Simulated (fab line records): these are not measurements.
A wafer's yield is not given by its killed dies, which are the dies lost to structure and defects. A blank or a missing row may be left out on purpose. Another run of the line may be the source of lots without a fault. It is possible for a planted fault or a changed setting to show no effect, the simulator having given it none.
Code-filled problem report in 8D (eight disciplines) form + flow berkeleyCmos170 + the parts of the form that need people (team, actions taken, sign-off) are left out

== 1. PROBLEM STATEMENT ==
Across 6 wafers from 2 lots, PSD_TW at UCB170_PSD_TW_MEAS_10 averages 30, while fault-free wafers read 2323 with a standard deviation of 24. That is -96 standard deviations from the usual mean.
Seen first at day 10 16:22 on filmMetro-03, wafer L600.1. The record holds 42 wafers of 14 lots with a number at this step. Rule for "out", or "out of limits": more than 4 standard deviations from the usual mean. All remaining wafers that have a number are taken as sound.

== 2. WHAT THIS IS AND IS NOT ==
| question                    | is                     | is not                                                                 |
|-----------------------------|------------------------|------------------------------------------------------------------------|
| which readings at this step | PSD_TW                 | -                                                                      |
| which lots                  | L600, L601             | L580, L581, L582, L583, L584, L585, L586, L587, L588, L589, L591, L602 |
| which wafers of those lots  | all that have a number | -                                                                      |
| read on which gauges        | filmMetro-03           | filmMetro-01, filmMetro-02                                             |
| when                        | from day 10 16:22      | up to then (33 sound wafers); but 3 sound wafers of L602 came after    |

== 3. SUSPECTS, AND WHAT RULES EACH OUT ==
Counting: a tool at any process step up to the reading remains a suspect when it ran all the lots that are out and ran no sound lot after the first of those.
- the gauge at UCB170_PSD_TW_MEAS_10: kept. All the wafers that are out were read on filmMetro-03, and no step on other tools shows them out.
- lithoTrack-02 at UCB170_PSD_DEVELOP_05 (develop time 45 s): kept. It ran every lot that is out, first L600 (day 10 15:00), and no sound lot after that; its last sound lot up to then is L591 (day 8 19:00).
Left after counting: lithoTrack-02 at UCB170_PSD_DEVELOP_05, filmMetro-03 at UCB170_PSD_TW_MEAS_10.

== 4. THE CAUSE (what the simulator had put in) ==
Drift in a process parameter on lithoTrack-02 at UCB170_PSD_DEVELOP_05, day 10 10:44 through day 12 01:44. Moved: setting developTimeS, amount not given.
Counting leaves 2 suspects; this tool is one of them.

== 5. SEQUENCE OF EFFECTS, ordered by route ==
Each row: a reading where the mean over the struck wafers with a number is more than 3 standard deviations away from the usual. Only readings whose record carries a usual standard deviation are examined. hours: median over the lots of the time between each lot's start at the first step of this table that gives one and its start at this step. sigmas: the change, counted in usual standard deviations.
| hours | step                  | reading | usual | on struck wafers | change | sigmas |
|-------|-----------------------|---------|-------|------------------|--------|--------|
| 0     | UCB170_PSD_TW_MEAS_10 | PSD_TW  | 2323  | 30               | -2293  | -96    |

== 6. WHAT WOULD HAVE CAUGHT IT SOONER ==
Counted from the fault's start at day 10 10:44, it took 6 hours until the first out-of-limits reading at a measuring or inspecting step in this record, taken at day 10 16:22.
Each of the lots that are out, 2 in all, had begun UCB170_PSD_DEVELOP_05 on lithoTrack-02 no later than day 10 16:22. Holding the tool at that point would not have protected any of them.
